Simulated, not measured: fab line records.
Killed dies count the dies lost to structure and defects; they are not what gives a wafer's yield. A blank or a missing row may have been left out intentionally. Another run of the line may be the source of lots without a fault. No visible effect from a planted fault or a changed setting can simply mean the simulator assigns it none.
A sampling plan put to the test | flow berkeleyCmos170 | 14 faults told of in these records, all on one fab line, each judged by the records of the lots it struck
The plan is the line's own looks: the steps of the route at which a gauge or an inspection reads the wafer and doesn't change it. A look can be judged if struck wafers have a number there and the file gives its usual mean and standard deviation on fault-free wafers. Caught: the struck wafers' mean, at a look after the fault's first step, is 4 or more of those standard deviations (sigma) away from the usual mean. On the tool: the fault's steps, tested the same way using the tool's own readings. A different recipe on the struck wafers counts as caught too, as does a record blank only for those wafers.

== THE FAULTS, as the simulator had put them in ==
1. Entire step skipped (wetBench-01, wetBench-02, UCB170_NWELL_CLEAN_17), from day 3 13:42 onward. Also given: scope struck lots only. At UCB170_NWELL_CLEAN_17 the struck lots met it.
2. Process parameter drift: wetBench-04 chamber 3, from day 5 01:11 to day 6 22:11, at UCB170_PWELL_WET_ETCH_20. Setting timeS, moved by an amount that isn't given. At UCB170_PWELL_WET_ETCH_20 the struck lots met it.
3. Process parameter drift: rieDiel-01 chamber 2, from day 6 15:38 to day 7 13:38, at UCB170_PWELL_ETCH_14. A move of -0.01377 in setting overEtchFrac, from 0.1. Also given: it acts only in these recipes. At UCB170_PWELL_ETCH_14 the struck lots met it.
4. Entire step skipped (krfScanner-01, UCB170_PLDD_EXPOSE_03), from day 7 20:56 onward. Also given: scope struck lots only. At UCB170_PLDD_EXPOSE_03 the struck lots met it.
5. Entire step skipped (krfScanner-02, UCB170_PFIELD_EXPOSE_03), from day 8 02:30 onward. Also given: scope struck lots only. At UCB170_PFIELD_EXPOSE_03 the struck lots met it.
6. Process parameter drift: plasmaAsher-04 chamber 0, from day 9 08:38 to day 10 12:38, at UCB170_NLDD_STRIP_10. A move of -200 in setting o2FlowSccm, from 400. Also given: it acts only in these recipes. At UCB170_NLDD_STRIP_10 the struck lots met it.
7. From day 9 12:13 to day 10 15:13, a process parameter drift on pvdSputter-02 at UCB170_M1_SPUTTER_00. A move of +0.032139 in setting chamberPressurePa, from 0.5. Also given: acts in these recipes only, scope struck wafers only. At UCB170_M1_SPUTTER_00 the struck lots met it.
8. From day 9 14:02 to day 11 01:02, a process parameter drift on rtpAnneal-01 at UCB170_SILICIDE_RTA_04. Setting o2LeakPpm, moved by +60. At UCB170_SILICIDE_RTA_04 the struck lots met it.
9. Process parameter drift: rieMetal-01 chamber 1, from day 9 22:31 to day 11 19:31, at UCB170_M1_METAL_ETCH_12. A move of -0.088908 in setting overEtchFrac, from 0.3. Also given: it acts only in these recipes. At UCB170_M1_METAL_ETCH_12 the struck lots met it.
10. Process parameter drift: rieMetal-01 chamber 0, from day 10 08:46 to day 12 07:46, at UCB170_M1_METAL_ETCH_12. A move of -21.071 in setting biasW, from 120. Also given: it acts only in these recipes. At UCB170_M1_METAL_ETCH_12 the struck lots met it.
11. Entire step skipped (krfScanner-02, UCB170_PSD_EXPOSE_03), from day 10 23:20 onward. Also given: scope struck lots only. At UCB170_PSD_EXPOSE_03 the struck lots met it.
12. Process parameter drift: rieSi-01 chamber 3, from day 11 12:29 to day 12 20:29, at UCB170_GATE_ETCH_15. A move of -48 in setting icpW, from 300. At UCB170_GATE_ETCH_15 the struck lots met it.
13. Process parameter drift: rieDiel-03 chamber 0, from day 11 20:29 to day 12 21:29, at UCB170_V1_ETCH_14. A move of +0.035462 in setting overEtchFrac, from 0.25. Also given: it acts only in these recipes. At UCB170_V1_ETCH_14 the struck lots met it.
14. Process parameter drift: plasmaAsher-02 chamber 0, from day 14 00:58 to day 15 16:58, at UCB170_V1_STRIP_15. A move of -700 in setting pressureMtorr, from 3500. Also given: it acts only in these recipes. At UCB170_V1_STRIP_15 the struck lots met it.

== WHAT THE PLAN SAW ==
fault | on the tool itself                               | first look that catches it                      | reading, sigma | median hours from its first step to that look | hours from the fault's start to the first struck lot there | judged looks passed uncaught
1     | the tool's record is blank for the struck wafers | no look after it can be judged                  | -              | -                                             | -                                                          | 0
2     | runLengthS -26 sigma                             | not the one look that can be judged after it    | -              | -                                             | -                                                          | 1
3     | under 2 sigma                                    | no look after it can be judged                  | -              | -                                             | -                                                          | 0
4     | no reading that can be judged                    | not the one look that can be judged after it    | -              | -                                             | -                                                          | 1
5     | no reading that can be judged                    | no look after it can be judged                  | -              | -                                             | -                                                          | 0
6     | o2FlowSccm -99 or beyond sigma                   | no look after it can be judged                  | -              | -                                             | -                                                          | 0
7     | chamberPressurePa +30 sigma                      | no look after it can be judged                  | -              | -                                             | -                                                          | 0
8     | chamberO2Ppm +99 or beyond sigma                 | not the one look that can be judged after it    | -              | -                                             | -                                                          | 1
9     | under 2 sigma                                    | not the one look that can be judged after it    | -              | -                                             | -                                                          | 1
10    | biasW -60 sigma                                  | no look after it can be judged                  | -              | -                                             | -                                                          | 0
11    | no reading that can be judged                    | none of the 2 looks that can be judged after it | -              | -                                             | -                                                          | 2
12    | rfFwdPowerW -33 sigma                            | not the one look that can be judged after it    | -              | -                                             | -                                                          | 1
13    | under 2 sigma                                    | no look after it can be judged                  | -              | -                                             | -                                                          | 0
14    | chamberPressureMTorr -99 or beyond sigma         | no look after it can be judged                  | -              | -                                             | -                                                          | 0
A dash: the fault is not caught, or the number is missing from these records.

Caught at a look: 0 of 14. Caught on the tool: 8 of 14. By one or the other: 8 of 14.
On the tool alone, faults 1, 2, 6, 7, 8, 10, 12, 14 were caught.
Caught by neither: faults 3, 4, 5, 9, 11, 13.
